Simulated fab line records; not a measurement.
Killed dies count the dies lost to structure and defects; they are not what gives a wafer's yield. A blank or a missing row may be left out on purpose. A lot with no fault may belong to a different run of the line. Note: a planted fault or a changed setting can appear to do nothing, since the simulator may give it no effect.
Check for tools in common + flow berkeleyCmos170 + Sampled: 14 lots, 42 wafers

REASON IT WAS OPENED
2 of 14 lots carry a flag on the reading NVT_TW at UCB170_NVT_TW_MEAS_09. No-fault wafers: 528, standard deviation 6.
Rule: a lot is flagged when every wafer of it that has a number lies more than 4 standard deviations from that mean, or none has a number. All remaining lots are regarded as sound.

| lot  | measured     | on           | NVT_TW, wafer by wafer | flag    |
|------|--------------|--------------|------------------------|---------|
| L730 | day 7 01:19  | filmMetro-02 | 533 531 532            |         |
| L732 | day 7 01:34  | filmMetro-04 | 532 533 535            |         |
| L731 | day 7 01:41  | filmMetro-02 | 530 527 528            |         |
| L733 | day 7 01:50  | filmMetro-01 | 522 519 523            |         |
| L734 | day 7 16:26  | filmMetro-02 | 530 531 531            |         |
| L735 | day 7 16:41  | filmMetro-01 | 522 521 520            |         |
| L738 | day 8 11:37  | filmMetro-04 | 533 532 531            |         |
| L737 | day 8 11:54  | filmMetro-01 | 516 517 517            |         |
| L746 | day 10 11:47 | filmMetro-01 | 471 471 469            | FLAGGED |
| L747 | day 11 01:05 | filmMetro-04 | 485 484 486            | FLAGGED |
| L748 | day 11 01:19 | filmMetro-02 | 530 530 529            |         |
| L750 | day 11 07:59 | filmMetro-01 | 521 517 520            |         |
| L753 | day 11 08:04 | filmMetro-02 | 533 531 532            |         |
| L752 | day 11 14:55 | filmMetro-04 | 536 534 535            |         |
On average the flagged lots' numbers are 478, which is -50 against the usual, or -8 standard deviations.

WHICH TOOL RAN EACH LOT
Before the reading, the record contains 2 process steps out of a 331-step route. In each cell: the tool, then ch and the chambers that the sampled wafers went through, then the start.
| lot  | flag    | UCB170_ACTIVE_STRIP_16             | UCB170_NVT_IMPLANT_07           |
|------|---------|------------------------------------|---------------------------------|
| L730 |         | plasmaAsher-01 ch 0,1, day 5 02:29 | implanter-02 ch 0, day 7 01:05  |
| L732 |         | plasmaAsher-03 ch 0,1, day 5 02:45 | implanter-02 ch 0, day 7 01:20  |
| L731 |         | plasmaAsher-02 ch 0,1, day 5 03:02 | implanter-01 ch 0, day 7 01:28  |
| L733 |         | plasmaAsher-02 ch 0,1, day 5 02:25 | implanter-04 ch 0, day 7 01:35  |
| L734 |         | plasmaAsher-03 ch 0,1, day 5 18:23 | implanter-04 ch 0, day 7 16:11  |
| L735 |         | plasmaAsher-02 ch 0,1, day 5 18:08 | implanter-01 ch 0, day 7 16:26  |
| L738 |         | plasmaAsher-01 ch 0,1, day 6 17:17 | implanter-02 ch 0, day 8 11:22  |
| L737 |         | plasmaAsher-02 ch 0,1, day 6 16:49 | implanter-04 ch 0, day 8 11:40  |
| L746 | FLAGGED | plasmaAsher-02 ch 0,1, day 8 21:38 | implanter-02 ch 0, day 10 11:34 |
| L747 | FLAGGED | plasmaAsher-03 ch 0,1, day 9 06:06 | implanter-02 ch 0, day 11 00:50 |
| L748 |         | plasmaAsher-01 ch 0,1, day 9 06:21 | implanter-01 ch 0, day 11 01:04 |
| L750 |         | plasmaAsher-03 ch 0,1, day 9 14:23 | implanter-01 ch 0, day 11 07:46 |
| L753 |         | plasmaAsher-02 ch 0,1, day 9 15:08 | implanter-04 ch 0, day 11 07:49 |
| L752 |         | plasmaAsher-03 ch 0,1, day 9 23:43 | implanter-04 ch 0, day 11 14:43 |
These steps, and what they do:
- UCB170_ACTIVE_STRIP_16: strips in O2.
- UCB170_NVT_IMPLANT_07
- UCB170_NVT_TW_MEAS_09

FLAGGED AGAINST TOTAL, ONE TOOL AT A TIME (gauges that did the reading follow at the end)
| step                   | tool           | lots run | flagged | share of the flagged lots | sound lots run after its first flagged lot |
|------------------------|----------------|----------|---------|---------------------------|--------------------------------------------|
| UCB170_ACTIVE_STRIP_16 | plasmaAsher-01 | 3        | 0       | none                      | -                                          |
| UCB170_ACTIVE_STRIP_16 | plasmaAsher-02 | 6        | 1       | some                      | 1 (L753)                                   |
| UCB170_ACTIVE_STRIP_16 | plasmaAsher-03 | 5        | 1       | some                      | 2 (L750,L752)                              |
| UCB170_NVT_IMPLANT_07  | implanter-01   | 4        | 0       | none                      | -                                          |
| UCB170_NVT_IMPLANT_07  | implanter-02   | 5        | 2       | all                       | 0                                          |
| UCB170_NVT_IMPLANT_07  | implanter-04   | 5        | 0       | none                      | -                                          |
| UCB170_NVT_TW_MEAS_09  | filmMetro-01   | 5        | 1       | some                      | 1 (L750)                                   |
| UCB170_NVT_TW_MEAS_09  | filmMetro-02   | 5        | 0       | none                      | -                                          |
| UCB170_NVT_TW_MEAS_09  | filmMetro-04   | 4        | 1       | some                      | 1 (L752)                                   |

WHAT IS ALLOWED BY THE TABLE
In the table, 1 row covers all flagged lots: implanter-02 at UCB170_NVT_IMPLANT_07.
- implanter-02 at UCB170_NVT_IMPLANT_07: 2 of its 5 lots flagged. Its last sound lot is L738 (day 8 11:22), its first flagged lot L746 (day 10 11:34): a fault that began between those two fits. Its own readings (doseIonsCm2, faradayCurrentUA) fall more than 4 standard deviations out on all wafers of the flagged lots.
One tool is left: implanter-02 at UCB170_NVT_IMPLANT_07.

WHAT THE SIMULATOR HAD INSERTED
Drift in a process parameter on implanter-02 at UCB170_NVT_IMPLANT_07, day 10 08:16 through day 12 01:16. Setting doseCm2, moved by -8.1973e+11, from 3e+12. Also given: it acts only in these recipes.
Shown lots that were struck: L746, L747. The rule given above showed the same thing.
